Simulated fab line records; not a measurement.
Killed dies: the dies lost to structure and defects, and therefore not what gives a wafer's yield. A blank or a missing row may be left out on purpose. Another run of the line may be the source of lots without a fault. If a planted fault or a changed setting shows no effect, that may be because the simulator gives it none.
8D (eight disciplines) problem report, filled in by code -- flow berkeley_cmos170 -- the parts of the form that need people (team, actions taken, sign-off) are left out

## 1. WHAT WENT WRONG
Wafers without a fault read 2999.9 rpm, standard deviation 2; spin_speed_rpm at UCB170_M3_COAT_09 reads a mean of 3103.9 rpm on 6 wafers belonging to 2 lots. That puts it +52 standard deviations away from the usual mean.
Earliest sighting: wafer L126.3 on litho_track-02 at day 10 20:58. The record has a number at this step for 42 wafers belonging to 14 lots. Rule for "out" (also "out of limits"): further than 4 standard deviations from the usual mean. Any other wafer with a number is counted as sound.

## 2. WHAT THIS IS AND IS NOT
question,is,is not
which readings at this step,spin_speed_rpm,-
which lots,"L126, L130","L117, L118, L119, L120, L121, L122, L123, L124, L134, L136, L138, L139"
which wafers of those lots,all that have a number,-
read on which tools,litho_track-02,"litho_track-03, litho_track-04"
when,from day 10 20:58,"up to then (24 sound wafers); but 12 sound wafers of L134, L136, L138, L139 came after"

## 3. THE SUSPECTS, EACH WITH WHAT RULES IT OUT
Counting: any tool at a process step up to the reading is kept as a suspect provided that every lot that is out went through it and no sound lot did after the first of them.
- rie_diel-03 at UCB170_M2_ETCH_17 (etches BARC in N2/H2): ruled out as a lasting fault. After its first lot that is out, L126 (day 10 16:59), sound lots L134, L139 ran on it.
- plasma_asher-04 at UCB170_M3_STRIP_07 (strips in O2): ruled out as a lasting fault. After its first lot that is out, L126 (day 10 20:39), sound lots L136 ran on it.
- litho_track-02 at UCB170_M3_COAT_09: ruled out as a lasting fault. After its first lot that is out, L126 (day 10 20:58), sound lots L138, L139 ran on it.
Left after counting: nothing in the record.

## 4. THE CAUSE (what the simulator had put in)
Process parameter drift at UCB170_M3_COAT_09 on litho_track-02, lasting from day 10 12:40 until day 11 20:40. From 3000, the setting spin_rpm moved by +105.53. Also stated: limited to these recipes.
Counting ruled it out, wrongly.

## 5. THE EFFECT CHAIN, in route order
Each row: a reading whose mean over the struck wafers that have a number lies more than 3 standard deviations from the usual. Scope: only readings with a usual standard deviation given in the record; hours: median across lots of the time from each lot's start at the first step in this table that gives one to its start at this step; sigmas: change in usual standard deviations.
hours,step,reading,usual,on struck wafers,change,sigmas
0,UCB170_M3_COAT_09,spin_speed_rpm,2999.9 rpm,3103.9,+104.0,+52
It contains these process steps:
- UCB170_M3_COAT_09

## 6. WHAT WOULD HAVE CAUGHT IT SOONER
In this record no reading fell out of limits until day 10 20:58, 8 hours after the fault had begun at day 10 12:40.
